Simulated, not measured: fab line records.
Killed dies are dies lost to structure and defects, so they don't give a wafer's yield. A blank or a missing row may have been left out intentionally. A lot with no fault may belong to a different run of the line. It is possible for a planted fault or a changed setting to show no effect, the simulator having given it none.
Shared-tool check	flow berkeleyCmos170	Sampled: 13 lots, 39 wafers

== WHAT PROMPTED THE OPENING ==
Flagged at UCB170_CONTACT_CD_MEAS_15: reading cdNm, on 1 of 13 lots. No-fault wafers: 699.8 nm, standard deviation 1.5.
Rule: a lot is flagged when every wafer of it that has a number lies more than 4 standard deviations from that mean, or none has a number. All remaining lots are regarded as sound.

lot	measured	on	cdNm (nm), wafer by wafer	flag
L850	day 8 07:26	cdSem-02	699.6 698.9 698.2	
L851	day 8 22:00	cdSem-01	700.1 700.6 698.8	
L852	day 8 22:17	cdSem-02	701.4 701.8 702.0	
L855	day 9 16:41	cdSem-02	698.7 700.0 699.5	
L856	day 9 17:50	cdSem-02	697.3 697.3 697.8	
L854	day 9 19:19	cdSem-01	699.8 699.5 700.4	
L853	day 9 20:07	cdSem-02	702.3 701.4 702.2	
L859	day 10 00:32	cdSem-02	699.9 700.8 699.6	
L860	day 10 00:39	cdSem-01	702.6 699.8 701.7	
L864	day 11 06:17	cdSem-01	698.7 697.9 700.0	
L865	day 11 06:40	cdSem-01	688.9 689.9 690.0	FLAGGED
L871	day 12 09:26	cdSem-02	697.8 697.3 696.9	
L873	day 12 20:50	cdSem-02	699.5 700.4 699.2	
The mean of the flagged lots' numbers is 689.6 nm, -10.2 nm from the usual (-7 standard deviations).

== TOOL THAT RAN EACH LOT ==
The record holds 1 process step before the reading, out of a route of 331 steps. In each cell: the tool, then ch and the chambers that the sampled wafers went through, then the start.
lot	flag	UCB170_CONTACT_RTA_08
L850		rtpAnneal-01 ch 0, day 8 06:23
L851		rtpAnneal-02 ch 0, day 8 20:25
L852		rtpAnneal-01 ch 0, day 8 20:25
L855		rtpAnneal-02 ch 0, day 9 15:38
L856		rtpAnneal-01 ch 0, day 9 16:24
L854		rtpAnneal-02 ch 0, day 9 17:31
L853		rtpAnneal-01 ch 0, day 9 17:56
L859		rtpAnneal-02 ch 0, day 9 23:30
L860		rtpAnneal-01 ch 0, day 9 23:43
L864		rtpAnneal-01 ch 0, day 11 03:54
L865	FLAGGED	rtpAnneal-02 ch 0, day 11 04:46
L871		rtpAnneal-01 ch 0, day 12 08:29
L873		rtpAnneal-01 ch 0, day 12 19:48
What the steps here do:
- UCB170_CONTACT_RTA_08: time 10 s.
- UCB170_CONTACT_CD_MEAS_15: target cd 700 nm.

== FLAGGED OVER TOTAL, TOOL BY TOOL (the gauges that took the reading come last) ==
step	tool	lots run	flagged	share of the flagged lots	sound lots run after its first flagged lot
UCB170_CONTACT_RTA_08	rtpAnneal-01	8	0	none	-
UCB170_CONTACT_RTA_08	rtpAnneal-02	5	1	all	0
UCB170_CONTACT_CD_MEAS_15	cdSem-01	5	1	all	0
UCB170_CONTACT_CD_MEAS_15	cdSem-02	8	0	none	-

== WHAT IS ALLOWED BY THE TABLE ==
Rows of the table that ran all the flagged lots, 2 in number: rtpAnneal-02 at UCB170_CONTACT_RTA_08; cdSem-01 at UCB170_CONTACT_CD_MEAS_15.
- rtpAnneal-02 at UCB170_CONTACT_RTA_08: 1 of its 5 lots flagged. Last sound lot L859 at day 9 23:30, first flagged lot L865 at day 11 04:46; a fault beginning in between fits.
- cdSem-01 at UCB170_CONTACT_CD_MEAS_15: 1 of its 5 lots flagged. Last sound lot L864 at day 11 06:17, first flagged lot L865 at day 11 06:40; a fault beginning in between fits.
Because each of these 2 tools fits a fault that began at some hour, counting lots does not separate them. More lots, or a look at what each step does to the wafer, might.

== WHAT THE SIMULATOR HAD INSERTED ==
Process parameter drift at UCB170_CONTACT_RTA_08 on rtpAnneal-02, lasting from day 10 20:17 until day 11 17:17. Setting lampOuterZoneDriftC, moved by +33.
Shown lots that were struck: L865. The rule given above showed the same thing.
